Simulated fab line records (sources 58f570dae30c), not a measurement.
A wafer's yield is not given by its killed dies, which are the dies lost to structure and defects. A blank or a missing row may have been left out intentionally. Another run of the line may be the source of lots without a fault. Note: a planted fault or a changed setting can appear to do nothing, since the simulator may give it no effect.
A single fault, viewed from 2 desks ; flow berkeley_cmos170 ; only its own numbers are on each desk; what lay behind them is given at the end

## FROM THE METROLOGY DESK
Means of the sampled wafers that have a number, per lot and without regard to the tool the lot ran on: this is what the gauges read. The brackets show how far a lot's mean lies from the usual mean; more than 4 standard deviations puts the lot out of limits, marked OUT.
Columns: A = SACOX_OXIDE_THK at UCB170_SACOX_THK_MEAS_02, usual 14.52 nm; B = cd_nm at UCB170_GATE_CD_MEAS_12, usual 349.5 nm; C = cd_nm at UCB170_M3_CD_MEAS_90, usual 698 nm
lot;first seen here;A;B;C
L261;day 6 13:02;14.72;346.6;701
L262;day 6 21:32;14.79;348.8;700
L263;day 6 21:32;14.98;348.4;693
L264;day 7 05:25;14.73;350.2;698
L266;day 7 05:25;14.84;351.6;701
L265;day 7 05:27;14.29;349.1;697
L267;day 7 19:07;14.47;350.0;696
L269;day 8 06:52;14.29;347.0;697
L274;day 9 07:04;14.32;344.2 (-4.1) OUT;699
L277;day 9 19:19;14.39;349.1;698
L275;day 9 19:20;14.58;345.8;702
L278;day 10 04:28;14.55;351.3;700
L282;day 11 00:59;14.39;350.0;695
L283;day 11 08:00;14.62;350.0;696
Finding of this desk: L274 out of limits; the first was L274 at day 10 16:54, on cd_nm at UCB170_GATE_CD_MEAS_12. L261, L262, L263, L264, L266, L265, L267, L269, L277, L275, L278, L282, L283: within limits.

## AT THE TOOL OWNER'S DESK: litho_track-01
UCB170_GATE_PEB_10, tool's own readings: per-lot mean of the sampled wafers with a number, covering each lot this tool ran. The brackets show how far a lot's mean lies from the usual mean; more than 4 standard deviations puts the lot out of limits, marked OUT.
Columns: A = heater_power_total_W at UCB170_GATE_PEB_10, usual 56.80 W
lot;first seen here;A
L263;day 8 02:02;56.78
L264;day 8 16:25;56.76
L274;day 10 16:38;56.81
L275;day 11 03:31;56.80
This desk's finding: nothing out of limits on any of the 4 lots.

## ALL TOGETHER
At day 10 16:54 the metrology desk could have sounded an alarm, on L274.
Nothing out of limits was seen by the tool owner's desk.
On record at the tool owner's desk: L274, within its limits.
On litho_track-01, each named lot ran UCB170_GATE_PEB_10.

## WHAT THE SIMULATOR PUT IN
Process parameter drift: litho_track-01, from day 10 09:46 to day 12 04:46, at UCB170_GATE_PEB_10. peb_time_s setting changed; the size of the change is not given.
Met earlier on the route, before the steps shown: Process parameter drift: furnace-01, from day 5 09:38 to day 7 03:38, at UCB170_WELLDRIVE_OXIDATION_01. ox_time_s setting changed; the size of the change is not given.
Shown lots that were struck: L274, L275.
Time in hours between the start of the fault and the first out-of-limits reading at each desk: metrology desk, 7.
